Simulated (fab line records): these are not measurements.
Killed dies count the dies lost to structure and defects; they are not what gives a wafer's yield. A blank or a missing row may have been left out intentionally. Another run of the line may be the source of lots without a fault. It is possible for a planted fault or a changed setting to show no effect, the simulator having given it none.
What tool caused it? + flow rit cmos + 45 wafers from 15 lots sampled at 2 of the route's 202 steps

== WHAT THE GAUGES READ, wafer by wafer ==
No reading from a measuring or inspecting step in the record can be judged against a usual standard deviation.

== TOOL THAT RAN EACH LOT (tool first, then ch and the chambers of the sampled wafers, then the start) ==
| lot  | RIT_CONTACT_STRIP_12                | RIT_M1_PROBE_99        |
|------|-------------------------------------|------------------------|
| L998 | plasma asher-02 ch 0,1, day 3 08:38 | -                      |
| L999 | plasma asher-03 ch 0,1, day 3 13:22 | -                      |
| L100 | plasma asher-01 ch 0,1, day 3 18:28 | prober-01, day 3 23:24 |
| L101 | plasma asher-01 ch 0,1, day 4 00:37 | -                      |
| L103 | plasma asher-03 ch 0,1, day 4 10:34 | -                      |
| L105 | plasma asher-01 ch 0,1, day 4 20:08 | -                      |
| L108 | plasma asher-01 ch 0,1, day 5 13:22 | -                      |
| L111 | plasma asher-01 ch 0,1, day 6 07:27 | -                      |
| L112 | plasma asher-01 ch 0,1, day 6 16:27 | -                      |
| L116 | plasma asher-03 ch 0,1, day 7 17:01 | -                      |
| L117 | plasma asher-03 ch 0,1, day 8 00:19 | -                      |
| L118 | plasma asher-02 ch 0,1, day 8 00:37 | -                      |
| L119 | plasma asher-03 ch 0,1, day 8 12:16 | -                      |
| L121 | plasma asher-02 ch 0,1, day 8 18:20 | -                      |
| L120 | plasma asher-01 ch 0,1, day 8 18:49 | -                      |
- RIT_CONTACT_STRIP_12: strips in O2, time 180 s.
- RIT_M1_PROBE_99

== AS READ BY THE TOOLS THEMSELVES (means over the sampled wafers that have a number; for cases with no such wafer, the mark the record gives instead) ==
RIT_CONTACT_STRIP_12.
| lot  | tool            | drypump motor current A (A) | run length s (s) |
|------|-----------------|-----------------------------|------------------|
| L998 | plasma asher-02 | 6.3                         | 208.2            |
| L999 | plasma asher-03 | 5.4                         | 208.3            |
| L100 | plasma asher-01 | 5.2                         | 208.3            |
| L101 | plasma asher-01 | 5.2                         | 208.6            |
| L103 | plasma asher-03 | 5.6                         | 208.3            |
| L105 | plasma asher-01 | 5.1                         | 208.1            |
| L108 | plasma asher-01 | 5.0                         | 200.0            |
| L111 | plasma asher-01 | 5.2                         | 200.3            |
| L112 | plasma asher-01 | 5.2                         | 200.4            |
| L116 | plasma asher-03 | 5.6                         | 208.2            |
| L117 | plasma asher-03 | 5.4                         | 208.4            |
| L118 | plasma asher-02 | 6.3                         | 208.5            |
| L119 | plasma asher-03 | 5.4                         | 208.3            |
| L121 | plasma asher-02 | 6.3                         | 208.6            |
| L120 | plasma asher-01 | 5.0                         | 207.9            |

RIT_M1_PROBE_99.
| lot  | tool      | killed at contacts | killed at front end | killed dies | killed open | killed short |
|------|-----------|--------------------|---------------------|-------------|-------------|--------------|
| L100 | prober-01 | 0.0                | 8                   | 8           | 5.7         | 2.7          |

== THE ANSWER, worked out from the rows above alone ==
Rule: the lots themselves supply what counts as usual. The widest of any qualifying gaps counts: lots, ordered by their means at a reading, are off when they make up no more than a third of the lots, leave a main group of 4 or more, and stand apart from it by 3 or more times the standard deviation of that group's means. If all means in a main group match to the digits the tables above print for the reading, that group is not used. A lot without any number at a reading at which 4 lots or more have one is off too. The other lots that the step has rows for count as sound. First the gauges in route order, then the tools' own readings, where a lot's mean is used as printed above. At the first step where some lot is off, the reading lying furthest off is the one used; lots without a number count as furthest.
Off: L108, L111, L112 (RIT_CONTACT_STRIP_12, run length s). The main group has a mean of 208.3 s with a standard deviation of 0.19.
If a tool, at that step or one of the process steps before it, ran each lot that is off and ran no sound lot following the first of them, it fits. Not one of the candidates tried fits.

== WHAT THE SIMULATOR PUT IN ==
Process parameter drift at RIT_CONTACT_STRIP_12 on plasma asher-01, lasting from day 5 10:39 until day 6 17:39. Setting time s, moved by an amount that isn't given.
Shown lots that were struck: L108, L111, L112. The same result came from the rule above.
